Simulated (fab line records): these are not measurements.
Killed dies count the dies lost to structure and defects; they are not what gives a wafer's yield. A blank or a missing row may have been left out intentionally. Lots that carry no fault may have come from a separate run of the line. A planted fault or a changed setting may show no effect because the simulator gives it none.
2 desks looking at one fault	flow rit-cmos	numbers are kept per desk, each desk with only its own; the story behind them comes last

AT THE METROLOGY DESK
Means of the sampled wafers that have a number, per lot and without regard to the tool the lot ran on: this is what the gauges read. A lot is out of limits, marked OUT, if its mean lies more than 4 standard deviations from the usual mean; the brackets give that distance.
Columns: A = SPACER_NITRIDE_THK at RIT_SPACER_THK_MEAS_04, usual 252.1 nm
lot	first seen here	A
L345	day 3 02:49	251.6
L346	day 3 08:27	252.3
L347	day 3 18:33	255.0
L348	day 3 23:13	249.6
L349	day 4 03:46	251.3
L350	day 4 08:35	253.6
L352	day 4 21:21	247.0
L353	day 5 00:14	404.9 (+55) OUT
L355	day 5 07:01	404.4 (+54) OUT
L360	day 6 06:17	251.4
L362	day 6 16:15	251.4
L364	day 6 23:10	253.1
L366	day 7 11:26	255.3
L368	day 7 18:54	250.6
This desk's finding: out of limits on L353, L355; first on L353, day 5 00:14 (SPACER_NITRIDE_THK at RIT_SPACER_THK_MEAS_04). L345, L346, L347, L348, L349, L350, L352, L360, L362, L364, L366, L368: within limits.

FOR THE TOOL OWNER'S DESK: lpcvd-01
The tool's own readings at RIT_SPACER_CVD_03 (deposits Si3N4 from SiH2Cl2/NH3, target thk 250 nm, time 3300 s): means of the sampled wafers that have a number, for each lot that ran on this tool. A lot is out of limits, marked OUT, if its mean lies more than 4 standard deviations from the usual mean; the brackets give that distance.
Columns: A = sih2cl2-flow-sccm at RIT_SPACER_CVD_03, usual 59.97 sccm
lot	first seen here	A
L346	day 3 06:32	59.99
L348	day 3 21:17	59.82
L349	day 4 01:51	60.14
L352	day 4 18:28	59.76
L353	day 4 21:21	59.95
L355	day 5 05:04	59.80
This desk's verdict: no lot among the 6 shows anything out of limits.

ALL TOGETHER
L353, L355 would have let the metrology desk raise an alarm at day 5 00:14.
The tool owner's desk saw nothing out of limits.
The tool owner's desk has L353, L355 on record, within its limits.
The lots listed all ran RIT_SPACER_CVD_03 on lpcvd-01.

WHAT THE SIMULATOR HAD INSERTED
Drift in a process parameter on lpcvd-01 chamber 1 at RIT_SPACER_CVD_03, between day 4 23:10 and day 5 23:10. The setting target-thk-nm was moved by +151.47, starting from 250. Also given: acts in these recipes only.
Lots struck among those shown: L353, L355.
Per desk, hours elapsed from the start of the fault to the first reading out of limits: for the metrology desk, 1.
